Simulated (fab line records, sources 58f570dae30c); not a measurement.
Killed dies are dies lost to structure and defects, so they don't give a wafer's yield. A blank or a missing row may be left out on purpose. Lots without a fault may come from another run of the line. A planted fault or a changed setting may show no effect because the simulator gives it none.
Which tool did it? | flow berkeley_cmos170 | 15 lots, 45 wafers sampled, at 5 steps of a route of 331

WHAT THE GAUGES READ, wafer by wafer
UCB170_CONTACT_THK_MEAS_02.
lot  | measured     | on            | CONTACT_PSG_THK (nm)
L957 | day 8 01:30  | film_metro-02 | 689 690 686
L960 | day 8 15:47  | film_metro-01 | 700 703 705
L961 | day 8 15:59  | film_metro-02 | 692 692 696
L959 | day 8 17:35  | film_metro-03 | 704 705 706
L963 | day 9 02:41  | film_metro-02 | 699 707 703
L964 | day 9 04:28  | film_metro-03 | 703 710 704
L962 | day 9 04:29  | film_metro-02 | 715 710 710
L965 | day 9 20:04  | film_metro-01 | 700 695 695
L967 | day 10 13:50 | film_metro-02 | 697 698 701
L972 | day 11 11:50 | film_metro-02 | 697 701 695
L975 | day 12 00:40 | film_metro-01 | 711 702 709
L974 | day 12 01:35 | film_metro-03 | 699 689 695
L977 | day 12 11:49 | film_metro-01 | 701 697 699
L979 | day 12 11:51 | film_metro-02 | 693 698 699
L980 | day 12 12:46 | film_metro-01 | 709 700 705

UCB170_V1_BOW_MEAS_03.
lot  | measured     | on            | V1_BOW (um)
L957 | day 8 11:29  | film_metro-03 | 19 26 7
L960 | day 8 23:24  | film_metro-01 | 19 11 20
L961 | day 9 00:47  | film_metro-01 | 7 15 28
L959 | day 9 02:44  | film_metro-03 | 19 6 21
L963 | day 9 09:40  | film_metro-04 | -9 -4 -4
L964 | day 9 11:00  | film_metro-01 | 2 -5 -18
L962 | day 9 13:11  | film_metro-04 | -1 -6 0
L965 | day 10 02:29 | film_metro-03 | 23 16 10
L967 | day 10 22:09 | film_metro-01 | 35 18 13
L972 | day 11 21:10 | film_metro-01 | 14 18 18
L975 | day 12 07:26 | film_metro-03 | 16 13 22
L974 | day 12 08:46 | film_metro-03 | 27 28 17
L977 | day 12 18:05 | film_metro-04 | 12 25 10
L979 | day 12 20:47 | film_metro-03 | 16 20 29
L980 | day 12 20:45 | film_metro-01 | 30 13 21

UCB170_V1_CD_MEAS_90: target cd 700 nm.
lot  | measured     | on        | cd_nm (nm)
L957 | day 8 16:22  | cd_sem-02 | 699.6 700.7 700.2
L960 | day 9 04:58  | cd_sem-02 | 702.3 704.1 703.8
L961 | day 9 05:16  | cd_sem-01 | 696.3 695.8 696.9
L959 | day 9 05:26  | cd_sem-01 | 701.7 703.9 701.9
L963 | day 9 15:08  | cd_sem-01 | - - -
L964 | day 9 15:31  | cd_sem-02 | - - -
L962 | day 9 16:28  | cd_sem-02 | - - -
L965 | day 10 07:16 | cd_sem-02 | 700.3 699.9 699.2
L967 | day 11 00:55 | cd_sem-01 | 699.0 700.9 698.5
L972 | day 11 23:17 | cd_sem-01 | 702.9 701.9 701.6
L975 | day 12 09:17 | cd_sem-02 | 699.2 698.5 699.3
L974 | day 12 10:31 | cd_sem-02 | 701.8 702.7 701.1
L977 | day 12 19:50 | cd_sem-02 | 698.9 700.5 700.8
L979 | day 12 22:37 | cd_sem-01 | 700.8 701.3 701.7
L980 | day 12 22:42 | cd_sem-02 | 699.4 698.8 700.3

UCB170_M2_RS_MEAS_02: measures by four-point-probe.
lot  | measured     | on            | M2_AL_RS (ohm/sq)
L957 | day 8 16:38  | film_metro-04 | 0.0319 0.0319 0.0319
L960 | day 9 05:14  | film_metro-04 | 0.0328 0.0326 0.0326
L961 | day 9 05:32  | film_metro-04 | 0.0325 0.0322 0.0322
L959 | day 9 05:42  | film_metro-02 | 0.0319 0.0323 0.0323
L965 | day 10 07:32 | film_metro-03 | 0.0318 0.0319 0.0318
L967 | day 11 01:11 | film_metro-02 | 0.0322 0.0321 0.0323
L972 | day 11 23:34 | film_metro-04 | 0.0323 0.0322 0.0325
L975 | day 12 09:33 | film_metro-02 | 0.0321 0.0322 0.0322
L974 | day 12 10:47 | film_metro-02 | 0.0318 0.0316 0.0319
L977 | day 12 20:07 | film_metro-03 | 0.0318 0.0317 0.0319
L979 | day 12 22:53 | film_metro-02 | 0.0325 0.0323 0.0324
L980 | day 12 22:58 | film_metro-03 | 0.0324 0.0323 0.0324

WHICH TOOL RAN EACH LOT (tool, then ch and the chambers of the sampled wafers, then the start)
lot  | UCB170_V1_CVD_00
L957 | pecvd-01 ch 1,2, day 8 10:52
L960 | pecvd-02 ch 0,1,2, day 8 22:53
L961 | pecvd-01 ch 0,1,2, day 9 00:13
L959 | pecvd-03 ch 0,1,2, day 9 02:12
L963 | pecvd-02 ch 1,2, day 9 09:06
L964 | pecvd-01 ch 0,1,2, day 9 10:29
L962 | pecvd-03 ch 0,2, day 9 12:38
L965 | pecvd-02 ch 0,2, day 10 01:59
L967 | pecvd-03 ch 0,1,2, day 10 21:38
L972 | pecvd-01 ch 0,2, day 11 20:34
L975 | pecvd-03 ch 0,1,2, day 12 06:55
L974 | pecvd-02 ch 0,1, day 12 08:14
L977 | pecvd-03 ch 0,1, day 12 17:34
L979 | pecvd-01 ch 0,2, day 12 20:14
L980 | pecvd-03 ch 0,1,2, day 12 20:14
- UCB170_V1_CVD_00: deposits SiO2 from TEOS/O2, target thk 2000 nm, time 250 s.

WHAT THE TOOLS THEMSELVES READ (means of the sampled wafers that have a number; where no wafer has one, the mark that the record gives instead)
UCB170_V1_CVD_00.
lot  | tool     | heater_power_w (W) | pressure_mtorr (mTorr)
L957 | pecvd-01 | 298                | 9006
L960 | pecvd-02 | 247                | 9009
L961 | pecvd-01 | 262                | 8995
L959 | pecvd-03 | 275                | 9005
L963 | pecvd-02 | -                  | -
L964 | pecvd-01 | -                  | -
L962 | pecvd-03 | -                  | -
L965 | pecvd-02 | 257                | 9002
L967 | pecvd-03 | 251                | 9018
L972 | pecvd-01 | 263                | 9000
L975 | pecvd-03 | 263                | 9003
L974 | pecvd-02 | 258                | 9023
L977 | pecvd-03 | 284                | 9000
L979 | pecvd-01 | 227                | 8999
L980 | pecvd-03 | 272                | 9001

THE ANSWER, worked out from the rows above alone
Rule: what is usual is taken from the lots themselves. Put in order of their means at a reading, lots are off if they are a third of the lots or fewer, leave a main group of 4 or more, and stand apart from it by a gap of 3 or more times the standard deviation of the main group's means; of several such gaps the widest counts. A main group whose means are all the same, to the digits that the tables above print for the reading, isn't used. A lot without any number at a reading at which 4 lots or more have one is off too. The other lots that the step has rows for count as sound. The gauges are gone through in route order, then the tools' own readings, and for those a lot's mean is taken as printed above. The first step at which some lot is off is used, and at that step the reading that is off furthest; a lot without a number counts as furthest.
Off: L963, L964, L962, at UCB170_V1_BOW_MEAS_03 (V1_BOW). The main group: mean 18 um, standard deviation 2.8.
A tool fits if, at a process step before that reading, it ran every lot that is off, and no sound lot after the first of them. The gauges at UCB170_V1_BOW_MEAS_03 aren't tried: what is off there is off at UCB170_V1_CD_MEAS_90 too, on other tools, and a gauge's error can't cause that. None of those tried fits.

WHAT THE SIMULATOR HAD PUT IN
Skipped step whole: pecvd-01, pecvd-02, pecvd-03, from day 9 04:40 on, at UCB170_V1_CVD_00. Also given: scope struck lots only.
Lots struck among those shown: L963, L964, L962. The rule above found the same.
